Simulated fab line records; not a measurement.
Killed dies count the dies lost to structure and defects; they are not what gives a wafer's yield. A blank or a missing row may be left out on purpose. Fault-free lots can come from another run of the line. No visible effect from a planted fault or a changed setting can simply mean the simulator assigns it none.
2 desks looking at one fault -- flow berkeley-cmos170 -- each desk has only its own numbers; what lay behind them comes last

AT THE TOOL OWNER'S DESK: pvd-sputter-03
The tool's own readings at UCB170_SILICIDE_SPUTTER_01 (material Ti, target thk 30 nm, time 25 s): means of the sampled wafers that have a number, for each lot that ran on this tool. Marked OUT: a lot whose mean sits more than 4 standard deviations from the usual mean, which makes it out of limits; the brackets give that distance.
Columns: A = cathode-dc-power-W at UCB170_SILICIDE_SPUTTER_01, usual 1500.0 W; B = throttle-valve-pct at UCB170_SILICIDE_SPUTTER_01, usual 29.8 %
lot,first seen here,A,B
L910,day 7 22:50,1499.8,29.7
L913,day 8 14:30,1499.8,29.8
L916,day 8 22:39,1500.0,29.5
L917,day 9 13:33,1500.1,29.7
L925,day 11 15:02,1734.1 (+99 or more) OUT,29.7
L927,day 11 19:37,1734.1 (+99 or more) OUT,29.8
This desk's finding: out of limits on L925, L927; first on L925, day 11 15:02 (cathode-dc-power-W at UCB170_SILICIDE_SPUTTER_01). In limits: L910, L913, L916, L917.

THE METROLOGY DESK
What the gauges read for every lot (on any tool): the sampled wafers with a number, averaged. Marked OUT: a lot whose mean sits more than 4 standard deviations from the usual mean, which makes it out of limits; the brackets give that distance.
Columns: A = PWELL_OVL at UCB170_PWELL_OVL_MEAS_13, usual 2 nm; B = SILICIDE_TI_RS at UCB170_SILICIDE_RS_MEAS_02, usual 26.1 ohm/sq; C = SILICIDE_TI_THK at UCB170_SILICIDE_THK_MEAS_03, usual 30.2 nm
lot,first seen here,A,B,C
L910,day 3 07:22,2,26.0,30.3
L912,day 3 16:06,-5,26.1,30.3
L913,day 4 01:40,4,26.6,29.9
L914,day 4 06:58,3,25.8,30.5
L915,day 4 06:58,2,25.8,30.4
L916,day 4 13:16,-2,26.0,30.5
L917,day 4 17:44,-1,25.9,30.4
L920,day 5 03:48,-1,25.8,30.6
L923,day 6 00:06,15,25.9,30.4
L922,day 6 00:22,0,26.1,30.3
L926,day 6 17:36,4,26.2,30.2
L925,day 6 17:39,0,22.3 (-11) OUT,34.6 (+12) OUT
L927,day 7 02:47,5,22.2 (-11) OUT,34.9 (+13) OUT
L933,day 8 06:27,-1,26.8,29.5
Finding of this desk: L925, L927 out of limits, first seen on L925 at day 11 15:04 (SILICIDE_TI_RS at UCB170_SILICIDE_RS_MEAS_02). In limits: L910, L912, L913, L914, L915, L916, L917, L920, L923, L922, L926, L933.

ALL TOGETHER
On L925, L927, at day 11 15:02, an alarm was possible from the tool owner's desk.
Metrology desk: alarm possible at day 11 15:04 on L925, L927.
Of the lots named, all ran UCB170_SILICIDE_SPUTTER_01 on pvd-sputter-03.

WHAT THE SIMULATOR HAD PUT IN
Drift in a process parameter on pvd-sputter-03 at UCB170_SILICIDE_SPUTTER_01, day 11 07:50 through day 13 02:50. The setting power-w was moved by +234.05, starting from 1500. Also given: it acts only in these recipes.
Lots struck among those shown: L925, L927.
Counting hours from when the fault started, the first reading out of limits came at 7 for the tool owner's desk and at 7 for the metrology desk.
